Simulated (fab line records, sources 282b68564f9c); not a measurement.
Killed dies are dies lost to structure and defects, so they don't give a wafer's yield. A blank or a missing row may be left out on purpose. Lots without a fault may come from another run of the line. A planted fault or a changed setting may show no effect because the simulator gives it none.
Which tool did it? | flow rit_cmos | 14 lots, 42 wafers sampled, at 1 step of a route of 202

WHAT THE GAUGES READ, wafer by wafer
The record holds no reading of a measuring or inspecting step that can be judged against a usual standard deviation.

WHICH TOOL RAN EACH LOT (tool, then ch and the chambers of the sampled wafers, then the start)
lot  | RIT_SILICIDE_RTA_04
L336 | rtp_anneal-02 ch 0, day 3 15:56
L337 | rtp_anneal-01 ch 0, day 3 19:29
L338 | rtp_anneal-02 ch 0, day 3 21:35
L339 | rtp_anneal-01 ch 0, day 4 03:35
L340 | rtp_anneal-02 ch 0, day 4 08:10
L341 | rtp_anneal-01 ch 0, day 4 12:33
L342 | rtp_anneal-02 ch 0, day 4 14:49
L345 | rtp_anneal-01 ch 0, day 5 06:25
L346 | rtp_anneal-02 ch 0, day 5 11:27
L347 | rtp_anneal-01 ch 0, day 5 16:03
L350 | rtp_anneal-02 ch 0, day 6 10:25
L352 | rtp_anneal-02 ch 0, day 6 20:23
L355 | rtp_anneal-01 ch 0, day 7 08:15
L357 | rtp_anneal-01 ch 0, day 7 22:36
- RIT_SILICIDE_RTA_04: time 10 s, ramp up 5 s, ramp down 5 s.

WHAT THE TOOLS THEMSELVES READ (means of the sampled wafers that have a number; where no wafer has one, the mark that the record gives instead)
RIT_SILICIDE_RTA_04.
lot  | tool          | chamber_o2_ppm | wafer_temp_C_max
L336 | rtp_anneal-02 | 1.964          | 655.2
L337 | rtp_anneal-01 | 2.020          | 652.4
L338 | rtp_anneal-02 | 1.979          | 655.4
L339 | rtp_anneal-01 | 1.990          | 652.9
L340 | rtp_anneal-02 | 2.018          | 654.1
L341 | rtp_anneal-01 | 1.982          | 653.0
L342 | rtp_anneal-02 | 2.002          | 655.5
L345 | rtp_anneal-01 | 2.024          | 653.2
L346 | rtp_anneal-02 | 2.017          | 655.8
L347 | rtp_anneal-01 | 1.976          | 652.8
L350 | rtp_anneal-02 | 1.976          | 595.3
L352 | rtp_anneal-02 | 1.985          | 594.7
L355 | rtp_anneal-01 | 2.000          | 652.4
L357 | rtp_anneal-01 | 2.002          | 652.7

THE ANSWER, worked out from the rows above alone
Rule: what is usual is taken from the lots themselves. Put in order of their means at a reading, lots are off if they are a third of the lots or fewer, leave a main group of 4 or more, and stand apart from it by a gap of 3 or more times the standard deviation of the main group's means; of several such gaps the widest counts. A main group whose means are all the same, to the digits that the tables above print for the reading, isn't used. A lot without any number at a reading at which 4 lots or more have one is off too. The other lots that the step has rows for count as sound. The gauges are gone through in route order, then the tools' own readings, and for those a lot's mean is taken as printed above. The first step at which some lot is off is used, and at that step the reading that is off furthest; a lot without a number counts as furthest.
Off: L350, L352, at RIT_SILICIDE_RTA_04 (wafer_temp_C_max). The main group: mean 653.8, standard deviation 1.3.
A tool fits if, at that step or a process step before it, it ran every lot that is off, and no sound lot after the first of them. One fits: rtp_anneal-02 at RIT_SILICIDE_RTA_04. Its last sound lot is L346 (day 5 11:27), its first lot that is off L350 (day 6 10:25): a fault that began between those two fits.
The tool's own readings at RIT_SILICIDE_RTA_04 bear it out: on the lots that are off they differ by more than 5 times the standard deviation of the sound lots' means. wafer_temp_C_max reads 595.0 there against 653.8 on the sound lots.

WHAT THE SIMULATOR HAD PUT IN
Process parameter drift: rtp_anneal-02, from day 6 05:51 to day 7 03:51, at RIT_SILICIDE_RTA_04. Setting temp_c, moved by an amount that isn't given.
Lots struck among those shown: L350, L352. The rule above found the same.
